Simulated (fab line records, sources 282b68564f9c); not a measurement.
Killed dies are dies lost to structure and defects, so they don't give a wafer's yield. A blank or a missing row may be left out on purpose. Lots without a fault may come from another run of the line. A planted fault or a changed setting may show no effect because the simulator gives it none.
Which tool did it? | flow rit_cmos | 14 lots, 42 wafers sampled, at 1 step of a route of 202

WHAT THE GAUGES READ, wafer by wafer
The record holds no reading of a measuring or inspecting step that can be judged against a usual standard deviation.

WHICH TOOL RAN EACH LOT (tool, then ch and the chambers of the sampled wafers, then the start)
lot  | RIT_ACTIVE_EXPOSE_08
L331 | iline_stepper-01 ch 0, day 1 15:36
L332 | iline_stepper-01 ch 0, day 1 23:51
L334 | iline_stepper-01 ch 0, day 2 07:43
L335 | iline_stepper-01 ch 0, day 2 18:23
L336 | iline_stepper-01 ch 0, day 2 18:31
L337 | iline_stepper-02 ch 0, day 2 20:11
L339 | iline_stepper-02 ch 0, day 3 06:43
L342 | iline_stepper-02 ch 0, day 3 21:13
L343 | iline_stepper-01 ch 0, day 4 02:16
L344 | iline_stepper-01 ch 0, day 4 08:49
L345 | iline_stepper-02, day 4 13:50
L346 | iline_stepper-01, day 4 17:15
L349 | iline_stepper-02 ch 0, day 5 08:35
L351 | iline_stepper-02 ch 0, day 5 20:54
- RIT_ACTIVE_EXPOSE_08: exposes mask M1, target cd 1400 nm.

WHAT THE TOOLS THEMSELVES READ (means of the sampled wafers that have a number; where no wafer has one, the mark that the record gives instead)
RIT_ACTIVE_EXPOSE_08. Usual: exposure_dose_mJ_cm2 224.92, standard deviation 0.21; focus_offset_nm 0.0 nm, standard deviation 0.51.
lot  | tool             | exposure_dose_mJ_cm2 | focus_offset_nm (nm) | flag
L331 | iline_stepper-01 | 224.86               | -0.5                 |
L332 | iline_stepper-01 | 225.09               | 0.0                  |
L334 | iline_stepper-01 | 224.95               | -0.4                 |
L335 | iline_stepper-01 | 224.74               | -0.0                 |
L336 | iline_stepper-01 | 224.73               | 0.1                  |
L337 | iline_stepper-02 | 224.98               | -0.4                 |
L339 | iline_stepper-02 | 225.07               | -0.1                 |
L342 | iline_stepper-02 | 225.04               | 0.3                  |
L343 | iline_stepper-01 | 224.81               | 0.1                  |
L344 | iline_stepper-01 | 225.05               | -0.1                 |
L345 | iline_stepper-02 | -                    | -                    | OFF
L346 | iline_stepper-01 | -                    | -                    | OFF
L349 | iline_stepper-02 | 225.06               | -0.6                 |
L351 | iline_stepper-02 | 224.85               | 0.1                  |

THE ANSWER, worked out from the rows above alone
Rule: a lot is off if the mean of its wafers that have a number lies more than 3 standard deviations from the usual mean. A lot without any number at a reading at which 4 lots or more have one is off too. The other lots that the step has rows for count as sound. The gauges are gone through in route order, then the tools' own readings, and for those a lot's mean is taken as printed above. The first step at which some lot is off is used, and at that step the reading that is off furthest; a lot without a number counts as furthest.
Off: L345, L346, at RIT_ACTIVE_EXPOSE_08 (exposure_dose_mJ_cm2). Without a number there: L345, L346.
A tool fits if, at that step or a process step before it, it ran every lot that is off, and no sound lot after the first of them. None of those tried fits.

WHAT THE SIMULATOR HAD PUT IN
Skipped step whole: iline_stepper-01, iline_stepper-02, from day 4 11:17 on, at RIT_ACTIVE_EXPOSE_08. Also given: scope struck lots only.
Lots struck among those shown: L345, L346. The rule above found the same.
